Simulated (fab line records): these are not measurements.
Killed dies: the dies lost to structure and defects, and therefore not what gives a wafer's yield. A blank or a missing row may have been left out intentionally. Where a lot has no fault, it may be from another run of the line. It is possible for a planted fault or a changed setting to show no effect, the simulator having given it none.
Comparing a struck lot with a sound one + flow ritCmos + 27 out of 202 route steps
Sound: wafers L962.2, L962.3, L962.5. The struck wafers were L975.2, L975.3, L975.6. Last of all comes the cause.
For every step that has rows: the tool of each side, followed by ch and its chambers, followed by its first start. Under that, the readings that differ: sound wafers + struck wafers + difference of the means + sigmas: that difference in standard deviations of wafers without a fault.
alike: words and numbers the same on both sides, and readings whose means are apart by under 2 such deviations; not compared: readings that were withheld, readings missing a value for some wafer, numbers with overlapping values and no deviation given by the record, and bounds like >300 which may hide the same value.
A row with sigmas, a row that says differs or no value, or rows on one side alone: a step with any of these is where the two part. Numbers that don't overlap but have no deviation are shown without sigmas and don't part them. Lack of a reading on every wafer of one side parts them only where that side has two or more wafers.

first, 4 steps without rows for these wafers: RIT_CONTACT_SOFTBAKE_04 (time 60 s); RIT_CONTACT_EXPOSE_05 (exposes mask M11, target cd 1000 nm); RIT_CONTACT_PEB_06; RIT_CONTACT_DEVELOP_07 (develop time 120 s).
RIT_CONTACT_CD_MEAS_08: target cd 1000 nm.
  struck on cdSem-02, day 7 05:53; sound on cdSem-01, day 4 04:18
  alike: cdNm
RIT_CONTACT_OVL_MEAS_09:
  struck on overlay-02, day 7 05:59; sound on overlay-02, day 4 04:24
| reading          | sound       | struck         | difference | sigmas |
|------------------|-------------|----------------|------------|--------|
| CONTACT_OVL (nm) | 0.6 0.9 0.7 | -3.4 -3.8 -3.4 | -4.3       | -3     |
then, 1 step without rows for these wafers: RIT_CONTACT_HARDBAKE_10 (time 60 s).
RIT_CONTACT_ETCH_11: etches SiO2 in CHF3/CF4/Ar, stops on TiSi2, target depth 480 nm, time 320 s.
  sound on rieDiel-04 ch 1,3, day 4 04:35; struck on rieDiel-02 ch 0,2, day 7 06:10
  alike: drypumpMotorCurrentA, oesProductAu, throttleValvePct
  not compared: rfHoursCounterH
RIT_CONTACT_STRIP_12: strips in O2, time 180 s.
  sound on plasmaAsher-04 ch 0,1, day 4 04:47; struck on plasmaAsher-02 ch 1, day 7 06:22
  alike: drypumpMotorCurrentA
  not compared: rfHoursCounterH
RIT_CONTACT_CD_MEAS_90: target cd 1000 nm.
  struck on cdSem-02, day 7 06:33; sound on cdSem-02, day 4 04:58
  alike: cdNm
then, 2 steps without rows for these wafers: RIT_CONTACT_CLEAN_13 (cleans in SC1, time 600 s); RIT_CONTACT_CLEAN_14 (cleans in SC2, time 600 s).
RIT_M1_SPUTTER_00: material Al, target thk 400 nm, time 500 s.
  struck on pvdSputter-03, day 7 07:29; sound on pvdSputter-01, day 4 05:26
  alike: throttleValvePct
RIT_M1_RS_MEAS_01: a four-point-probe measurement.
  struck on filmMetro-02, day 7 07:48; sound on filmMetro-02, day 4 05:45
| reading           | sound                | struck               | difference | sigmas |
|-------------------|----------------------|----------------------|------------|--------|
| M1_AL_RS (ohm/sq) | 0.0738 0.0726 0.0732 | 0.0367 0.0366 0.0365 | -0.0366    | -52    |
RIT_M1_THK_MEAS_02: measures by xrf.
  struck on filmMetro-02, day 7 07:55; sound on filmMetro-02, day 4 05:52
| reading        | sound       | struck      | difference | sigmas      |
|----------------|-------------|-------------|------------|-------------|
| M1_AL_THK (nm) | 397 403 402 | 790 793 795 | +392       | +99 or more |
then, 6 steps without rows for these wafers: RIT_M1_HMDS_03 (prime time 60 s); RIT_M1_COAT_04 (resist thk 1300 nm); RIT_M1_SOFTBAKE_05 (time 60 s); RIT_M1_EXPOSE_06 (exposes mask M12, target cd 2600 nm); RIT_M1_PEB_07; RIT_M1_DEVELOP_08 (develop time 68 s).
RIT_M1_CD_MEAS_09: target cd 2600 nm.
  struck on cdSem-02, day 7 09:14; sound on cdSem-02, day 4 06:56
  alike: cdNm
RIT_M1_OVL_MEAS_10:
  struck on overlay-02, day 7 09:20; sound on overlay-02, day 4 07:02
  alike: M1_OVL
then, 1 step without rows for these wafers: RIT_M1_HARDBAKE_11 (time 120 s).
RIT_M1_METAL_ETCH_12: etches Al in Cl2/BCl3, stops on SiO2, time 165 s, target depth 600 nm.
  sound on rieMetal-02 ch 0,1, day 4 07:19; struck on rieMetal-03 ch 0,1, day 7 09:41
| reading                      | sound             | struck            | difference | sigmas |
|------------------------------|-------------------|-------------------|------------|--------|
| oesProductAu (a.u.)          | 0.749 0.779 0.752 | 0.998 1.021 0.999 | +0.246     | +20    |
| model.etch.depthNm (nm)      | 397.6 404 400.7   | 608.9 604.7 608.2 | +206.5     |        |
| model.M1.featureDepthNm (nm) | 429.9 436.2 433   | 608.9 604.7 608.2 | +174.2     |        |
  alike: drypumpMotorCurrentA, throttleValvePct
  not compared: rfHoursCounterH
then, 1 step without rows for these wafers: RIT_M1_STRIP_13 (strips in nmp, time 600 s).
RIT_M1_PROBE_99:
  struck on prober-01, day 7 12:00; sound on prober-02, day 4 10:52
| reading                 | sound             | struck          | difference | sigmas      |
|-------------------------|-------------------|-----------------|------------|-------------|
| defectLimitedYield (%)  | 98.1 97.0 96.2    | 0 0 0           | -97        | -97         |
| killed_at_M0_to_M3      | 0 0 0             | 255 258 263     | +259       | +99 or more |
| killedDies              | 5 8 10            | 264 264 264     | +256       | +95         |
| killedOnRim             | 1 2 4             | 70 70 70        | +68        | +52         |
| sort_bin_5_function (%) | 1.9 1.5 1.9       | 98.1 100.0 99.6 | +97.5      | +99 or more |
| sortNPass               | 259.0 256.0 254.0 | 0 0 0           | -256       | -95         |
| sortYieldPct (%)        | 98.1 97.0 96.2    | 0 0 0           | -97        | -97         |
  alike: killedAtContacts, killedAtFrontEnd, killedOpen, killedShort, sort_bin_3_pad_short, sort_bin_6_memory

== WHERE THEY PART ==
At RIT_CONTACT_OVL_MEAS_09 first; at RIT_M1_PROBE_99 last (within this record only).

WHY: what had been put in by the simulator
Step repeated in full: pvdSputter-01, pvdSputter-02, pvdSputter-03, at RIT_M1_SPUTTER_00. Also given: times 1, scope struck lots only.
